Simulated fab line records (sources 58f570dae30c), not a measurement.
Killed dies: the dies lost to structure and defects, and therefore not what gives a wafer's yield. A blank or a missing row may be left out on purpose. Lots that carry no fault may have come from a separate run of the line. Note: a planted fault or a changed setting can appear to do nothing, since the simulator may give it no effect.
Which tool is to blame? / flow berkeley-cmos170 / Sampling: 15 lots, 45 wafers, 5 of 331 route steps

## WHAT EACH GAUGE READ, for each wafer
UCB170_M1_CD_MEAS_09: target cd 700 nm. Usual: cd-nm reads 699.4 nm (standard deviation 1.2).
lot=L284; measured=day 8 08:56; on=cd-sem-02; cd-nm (nm)=701.1 699.8 699.2; flag=
lot=L287; measured=day 9 04:29; on=cd-sem-02; cd-nm (nm)=699.8 699.0 700.2; flag=
lot=L289; measured=day 9 14:19; on=cd-sem-02; cd-nm (nm)=698.9 699.4 698.0; flag=
lot=L290; measured=day 9 20:44; on=cd-sem-01; cd-nm (nm)=699.4 698.6 701.4; flag=
lot=L291; measured=day 9 21:02; on=cd-sem-02; cd-nm (nm)=699.0 697.8 699.8; flag=
lot=L292; measured=day 10 03:21; on=cd-sem-02; cd-nm (nm)=701.2 701.6 700.8; flag=
lot=L293; measured=day 10 03:36; on=cd-sem-01; cd-nm (nm)=700.5 698.1 699.4; flag=
lot=L294; measured=day 10 19:14; on=cd-sem-02; cd-nm (nm)=701.6 701.2 700.9; flag=
lot=L295; measured=day 10 20:38; on=cd-sem-01; cd-nm (nm)=699.8 699.6 699.5; flag=
lot=L299; measured=day 11 03:06; on=cd-sem-01; cd-nm (nm)=698.1 699.0 699.4; flag=
lot=L298; measured=day 11 03:53; on=cd-sem-01; cd-nm (nm)=699.1 699.1 699.3; flag=
lot=L297; measured=day 11 04:46; on=cd-sem-02; cd-nm (nm)=699.9 699.9 699.5; flag=
lot=L301; measured=day 12 09:22; on=cd-sem-01; cd-nm (nm)=697.2 697.2 697.1; flag=
lot=L303; measured=day 12 09:40; on=cd-sem-01; cd-nm (nm)=701.2 699.4 700.5; flag=
lot=L307; measured=day 13 10:35; on=cd-sem-01; cd-nm (nm)=699.6 699.0 698.5; flag=

UCB170_V1_OVL_MEAS_13. Usual: V1_OVL typically reads -5 nm, with standard deviation 5.1.
lot=L284; measured=day 8 14:25; on=overlay-01; V1_OVL (nm)=-3 -7 -10; flag=
lot=L287; measured=day 9 09:41; on=overlay-01; V1_OVL (nm)=6 -4 -4; flag=
lot=L289; measured=day 9 19:51; on=overlay-01; V1_OVL (nm)=0 -12 -17; flag=
lot=L290; measured=day 10 00:40; on=overlay-01; V1_OVL (nm)=-4 -2 1; flag=
lot=L291; measured=day 10 02:06; on=overlay-02; V1_OVL (nm)=-6 -7 -6; flag=
lot=L292; measured=day 10 09:53; on=overlay-01; V1_OVL (nm)=-12 -8 -12; flag=
lot=L293; measured=day 10 10:43; on=overlay-01; V1_OVL (nm)=-6 -15 -11; flag=
lot=L294; measured=day 10 23:46; on=overlay-01; V1_OVL (nm)=-2 4 0; flag=
lot=L295; measured=day 11 01:23; on=overlay-02; V1_OVL (nm)=-7 -8 -10; flag=
lot=L299; measured=day 11 07:26; on=overlay-02; V1_OVL (nm)=-4 -1 -7; flag=
lot=L298; measured=day 11 08:45; on=overlay-01; V1_OVL (nm)=163 170 166; flag=OFF
lot=L297; measured=day 11 10:29; on=overlay-02; V1_OVL (nm)=164 157 162; flag=OFF
lot=L301; measured=day 16 05:54; on=overlay-01; V1_OVL (nm)=158 169 165; flag=OFF
lot=L303; measured=day 16 06:49; on=overlay-02; V1_OVL (nm)=-13 -3 0; flag=
lot=L307; measured=day 16 06:56; on=overlay-01; V1_OVL (nm)=-11 -1 -1; flag=

UCB170_V2_THK_MEAS_01. Usual: V2_TEOS_THK typically reads 2000 nm, with standard deviation 27.
lot=L284; measured=day 8 18:13; on=film-metro-02; V2_TEOS_THK (nm)=1970 1979 2015; flag=
lot=L287; measured=day 9 13:21; on=film-metro-02; V2_TEOS_THK (nm)=2020 2033 2051; flag=
lot=L289; measured=day 9 23:10; on=film-metro-03; V2_TEOS_THK (nm)=1973 2001 2017; flag=
lot=L290; measured=day 10 04:37; on=film-metro-03; V2_TEOS_THK (nm)=2031 2020 2070; flag=
lot=L291; measured=day 10 06:11; on=film-metro-03; V2_TEOS_THK (nm)=1995 1983 2008; flag=
lot=L292; measured=day 10 14:07; on=film-metro-02; V2_TEOS_THK (nm)=1983 1993 2004; flag=
lot=L293; measured=day 10 14:49; on=film-metro-02; V2_TEOS_THK (nm)=1980 2030 2000; flag=
lot=L294; measured=day 11 02:59; on=film-metro-02; V2_TEOS_THK (nm)=1986 1980 1975; flag=
lot=L295; measured=day 11 05:04; on=film-metro-02; V2_TEOS_THK (nm)=1986 2005 1996; flag=
lot=L299; measured=day 11 12:28; on=film-metro-04; V2_TEOS_THK (nm)=1986 1984 2006; flag=
lot=L298; measured=day 11 13:28; on=film-metro-03; V2_TEOS_THK (nm)=1991 2042 2015; flag=
lot=L297; measured=day 11 15:26; on=film-metro-04; V2_TEOS_THK (nm)=1988 1996 2035; flag=
lot=L301; measured=day 16 13:14; on=film-metro-02; V2_TEOS_THK (nm)=2010 1959 2053; flag=
lot=L303; measured=day 16 16:13; on=film-metro-04; V2_TEOS_THK (nm)=2010 1984 2011; flag=
lot=L307; measured=day 16 16:44; on=film-metro-04; V2_TEOS_THK (nm)=1934 1958 1963; flag=

## WHAT TOOL EACH LOT RAN ON (gives the tool, then ch and the chambers of the sampled wafers, and finally the start)
lot=L284; UCB170_CONTACT_ETCH_17=rie-diel-04 ch 0,2,3, day 8 06:35; UCB170_V1_EXPOSE_09=krf-scanner-01 ch 0, day 8 13:25
lot=L287; UCB170_CONTACT_ETCH_17=rie-diel-03 ch 2,3, day 9 01:36; UCB170_V1_EXPOSE_09=krf-scanner-01 ch 0, day 9 08:56
lot=L289; UCB170_CONTACT_ETCH_17=rie-diel-04 ch 0,1,2, day 9 12:01; UCB170_V1_EXPOSE_09=krf-scanner-01 ch 0, day 9 19:20
lot=L290; UCB170_CONTACT_ETCH_17=rie-diel-01 ch 0,1,3, day 9 18:58; UCB170_V1_EXPOSE_09=krf-scanner-01 ch 0, day 9 23:59
lot=L291; UCB170_CONTACT_ETCH_17=rie-diel-03 ch 0,1,3, day 9 19:14; UCB170_V1_EXPOSE_09=krf-scanner-01 ch 0, day 10 01:20
lot=L292; UCB170_CONTACT_ETCH_17=rie-diel-03 ch 0,1,3, day 10 00:52; UCB170_V1_EXPOSE_09=krf-scanner-02 ch 0, day 10 08:32
lot=L293; UCB170_CONTACT_ETCH_17=rie-diel-04 ch 2,3, day 10 01:07; UCB170_V1_EXPOSE_09=krf-scanner-02 ch 0, day 10 09:14
lot=L294; UCB170_CONTACT_ETCH_17=rie-diel-01 ch 1,3, day 10 16:46; UCB170_V1_EXPOSE_09=krf-scanner-02 ch 0, day 10 23:15
lot=L295; UCB170_CONTACT_ETCH_17=rie-diel-01 ch 0,2, day 10 18:40; UCB170_V1_EXPOSE_09=krf-scanner-01 ch 0, day 11 00:39
lot=L299; UCB170_CONTACT_ETCH_17=rie-diel-03 ch 0,2,3, day 11 00:46; UCB170_V1_EXPOSE_09=krf-scanner-01 ch 0, day 11 06:46
lot=L298; UCB170_CONTACT_ETCH_17=rie-diel-04 ch 0,1,2, day 11 01:36; UCB170_V1_EXPOSE_09=krf-scanner-02 ch 0, day 11 08:15
lot=L297; UCB170_CONTACT_ETCH_17=rie-diel-04 ch 1,2,3, day 11 03:07; UCB170_V1_EXPOSE_09=krf-scanner-02 ch 0, day 11 09:39
lot=L301; UCB170_CONTACT_ETCH_17=rie-diel-03 ch 0,3, day 12 07:16; UCB170_V1_EXPOSE_09=krf-scanner-02 ch 0, day 16 03:58
lot=L303; UCB170_CONTACT_ETCH_17=rie-diel-04 ch 1,2,3, day 12 07:32; UCB170_V1_EXPOSE_09=krf-scanner-01 ch 0, day 16 04:37
lot=L307; UCB170_CONTACT_ETCH_17=rie-diel-01 ch 0,3, day 13 08:38; UCB170_V1_EXPOSE_09=krf-scanner-01 ch 0, day 16 04:44
- UCB170_CONTACT_ETCH_17: etches BARC in N2/H2.
- UCB170_V1_EXPOSE_09: exposes mask VIA1, target cd 700 nm.

## WHAT THE TOOLS THEMSELVES READ (means of the sampled wafers that have a number; where no wafer has one, the mark that the record gives instead)
UCB170_CONTACT_ETCH_17. Usual: drypump-motor-current-A 5.8 A, standard deviation 0.47; h2-flow-sccm 199.9 sccm, standard deviation 0.57; oes-product-au 0.998 a.u., standard deviation 0.017; throttle-valve-pct 13.27 %, standard deviation 0.13.
lot=L284; tool=rie-diel-04; drypump-motor-current-A (A)=6.4; h2-flow-sccm (sccm)=199.9; oes-product-au (a.u.)=0.989; throttle-valve-pct (%)=13.22; flag=
lot=L287; tool=rie-diel-03; drypump-motor-current-A (A)=5.4; h2-flow-sccm (sccm)=199.5; oes-product-au (a.u.)=0.995; throttle-valve-pct (%)=13.35; flag=
lot=L289; tool=rie-diel-04; drypump-motor-current-A (A)=5.9; h2-flow-sccm (sccm)=200.3; oes-product-au (a.u.)=0.980; throttle-valve-pct (%)=13.36; flag=
lot=L290; tool=rie-diel-01; drypump-motor-current-A (A)=5.7; h2-flow-sccm (sccm)=199.3; oes-product-au (a.u.)=1.007; throttle-valve-pct (%)=13.25; flag=
lot=L291; tool=rie-diel-03; drypump-motor-current-A (A)=5.6; h2-flow-sccm (sccm)=199.3; oes-product-au (a.u.)=0.998; throttle-valve-pct (%)=13.33; flag=
lot=L292; tool=rie-diel-03; drypump-motor-current-A (A)=5.6; h2-flow-sccm (sccm)=200.1; oes-product-au (a.u.)=1.000; throttle-valve-pct (%)=13.33; flag=
lot=L293; tool=rie-diel-04; drypump-motor-current-A (A)=6.3; h2-flow-sccm (sccm)=199.9; oes-product-au (a.u.)=0.978; throttle-valve-pct (%)=13.10; flag=
lot=L294; tool=rie-diel-01; drypump-motor-current-A (A)=5.5; h2-flow-sccm (sccm)=199.9; oes-product-au (a.u.)=1.001; throttle-valve-pct (%)=13.33; flag=
lot=L295; tool=rie-diel-01; drypump-motor-current-A (A)=5.8; h2-flow-sccm (sccm)=200.2; oes-product-au (a.u.)=1.029; throttle-valve-pct (%)=13.19; flag=
lot=L299; tool=rie-diel-03; drypump-motor-current-A (A)=5.6; h2-flow-sccm (sccm)=200.2; oes-product-au (a.u.)=0.999; throttle-valve-pct (%)=13.26; flag=
lot=L298; tool=rie-diel-04; drypump-motor-current-A (A)=6.0; h2-flow-sccm (sccm)=199.8; oes-product-au (a.u.)=0.990; throttle-valve-pct (%)=13.35; flag=
lot=L297; tool=rie-diel-04; drypump-motor-current-A (A)=5.9; h2-flow-sccm (sccm)=199.7; oes-product-au (a.u.)=0.992; throttle-valve-pct (%)=13.22; flag=
lot=L301; tool=rie-diel-03; drypump-motor-current-A (A)=5.5; h2-flow-sccm (sccm)=199.9; oes-product-au (a.u.)=1.002; throttle-valve-pct (%)=13.29; flag=
lot=L303; tool=rie-diel-04; drypump-motor-current-A (A)=5.9; h2-flow-sccm (sccm)=199.4; oes-product-au (a.u.)=0.990; throttle-valve-pct (%)=13.22; flag=
lot=L307; tool=rie-diel-01; drypump-motor-current-A (A)=5.8; h2-flow-sccm (sccm)=199.8; oes-product-au (a.u.)=1.013; throttle-valve-pct (%)=13.20; flag=

## THE ANSWER, worked out from the rows above alone
Rule: take the mean of a lot's wafers that have a number; if it is more than 3 standard deviations from the usual mean, the lot is off. Also off: a lot with no number at a reading for which 4 or more lots have one. All remaining lots with rows at the step are treated as sound. The gauges are gone through in route order, then the tools' own readings, and for those a lot's mean is taken as printed above. The first step at which some lot is off is used, and at that step the reading that is off furthest; a lot without a number counts as furthest.
Off: at UCB170_V1_OVL_MEAS_13 (V1_OVL), L298, L297, L301.
A tool fits if, at a process step before that reading, it ran every lot that is off, and no sound lot after the first of them. Those tools and the gauges at UCB170_V1_OVL_MEAS_13 are tried in the same way. One fits: krf-scanner-02 at UCB170_V1_EXPOSE_09. Its last sound lot is L294 (day 10 23:15), its first lot that is off L298 (day 11 08:15): a fault that began between those two fits.

## WHAT WAS PUT IN BY THE SIMULATOR
Scanner matching overlay: krf-scanner-02, from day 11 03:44 on, at UCB170_V1_EXPOSE_09. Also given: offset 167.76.
Struck lots among those shown: L298, L297, L301. This agrees with what the rule above found.
